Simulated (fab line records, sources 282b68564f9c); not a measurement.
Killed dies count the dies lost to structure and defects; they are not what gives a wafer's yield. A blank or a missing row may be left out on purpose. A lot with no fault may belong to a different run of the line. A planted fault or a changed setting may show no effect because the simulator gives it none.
Struck lot and sound lot, side by side || flow ritCmos || 15 steps out of a route of 202
Sound: these wafers, L756.1, L756.4, L756.6. The struck wafers were L748.1, L748.5, L748.6. The cause is named last.
Each step with rows lists, per side, the tool, then ch with its chambers, then its first start. Under that, the readings that differ: sound wafers || struck wafers || difference of the means || sigmas: that difference in standard deviations of wafers without a fault.
alike: same words and numbers on both sides, and readings whose means sit less than 2 such deviations apart. not compared: any withheld reading, any reading some wafer has no value for, any bound like >300 that may hide the same value, and any number with overlapping values for which the record gives no deviation.
The two part at a step that has a row with sigmas, a row that says differs or no value, or rows on one side only. Numbers that have no deviation but don't overlap get no sigmas and don't part them. A reading that every wafer of one side lacks parts them only if that side has two wafers or more.

RIT_M1_RS_MEAS_01: a four-point-probe measurement.
  struck on filmMetro-02, day 4 11:43; sound on filmMetro-02, day 6 02:41
  alike: M1_AL_RS
RIT_M1_THK_MEAS_02: measures by xrf.
  struck on filmMetro-02, day 4 11:50; sound on filmMetro-02, day 6 02:48
  alike: M1_AL_THK
then, 6 steps without rows for these wafers: RIT_M1_HMDS_03 (prime time 60 s); RIT_M1_COAT_04 (resist thk 1300 nm); RIT_M1_SOFTBAKE_05 (time 60 s); RIT_M1_EXPOSE_06 (exposes mask M12, target cd 2600 nm); RIT_M1_PEB_07; RIT_M1_DEVELOP_08 (develop time 68 s).
RIT_M1_CD_MEAS_09 targets a cd of 2600 nm.
  struck on cdSem-02, day 4 12:55; sound on cdSem-02, day 6 03:52
  alike: cdNm
RIT_M1_OVL_MEAS_10:
  struck on overlay-01, day 4 13:02; sound on overlay-01, day 6 03:59
  alike: M1_OVL
then, 1 step without rows for these wafers: RIT_M1_HARDBAKE_11 (time 120 s).
RIT_M1_METAL_ETCH_12: etches Al in Cl2/BCl3, stops on SiO2, time 165 s, target depth 600 nm.
  sound on rieMetal-03 ch 0,1, day 6 04:16; struck on rieMetal-01 ch 0,1, day 4 13:19
{"reading": "oesProductAu (a.u.)", "sound": "0.778 0.758 0.770", "struck": "0.805 0.812 0.790", "difference": "+0.034", "sigmas": "+3"}
  alike: drypumpMotorCurrentA, heBacksideLeakSccm, throttleValvePct
  not compared: rfHoursCounterH
RIT_M1_STRIP_13: strips in nmp, time 600 s.
  sound on wetBench-04 ch 2, day 6 04:26; struck on wetBench-04 ch 3, day 4 13:28
  no value came back on the struck wafers for bathGuardTempC (C), bathHeatDutyPct (%); on the sound wafers bathGuardTempC (C) reads 79.9 80.2 80.0
{"reading": "model.NOVOLAK_of_M1_COAT_04.thkNm (nm)", "sound": "0 0 0", "struck": "806 808.2 814.1", "difference": "+809", "sigmas": ""}
RIT_M1_STRIP_14: strips in O2, time 180 s.
  sound on plasmaAsher-02 ch 0, day 6 04:37; struck on plasmaAsher-01 ch 0,1, day 4 13:39
  alike: chamberPressureMTorr, drypumpMotorCurrentA
  not compared: rfHoursCounterH
RIT_M1_PROBE_99:
  struck on prober-02, day 4 15:34; sound on prober-02, day 6 06:31
  alike: defectLimitedYield, killedAtFrontEnd, killedDies, killedOpen, killedShort, sort_bin_3_pad_short, sort_bin_5_function, sort_bin_6_memory, sortNPass, sortYieldPct

WHERE THEY PART
Earliest at RIT_M1_METAL_ETCH_12; latest, in this record, at RIT_M1_STRIP_13. Later steps at which nothing parts them and some readings are alike: RIT_M1_STRIP_14, RIT_M1_PROBE_99.

WHY: whatever the simulator had introduced
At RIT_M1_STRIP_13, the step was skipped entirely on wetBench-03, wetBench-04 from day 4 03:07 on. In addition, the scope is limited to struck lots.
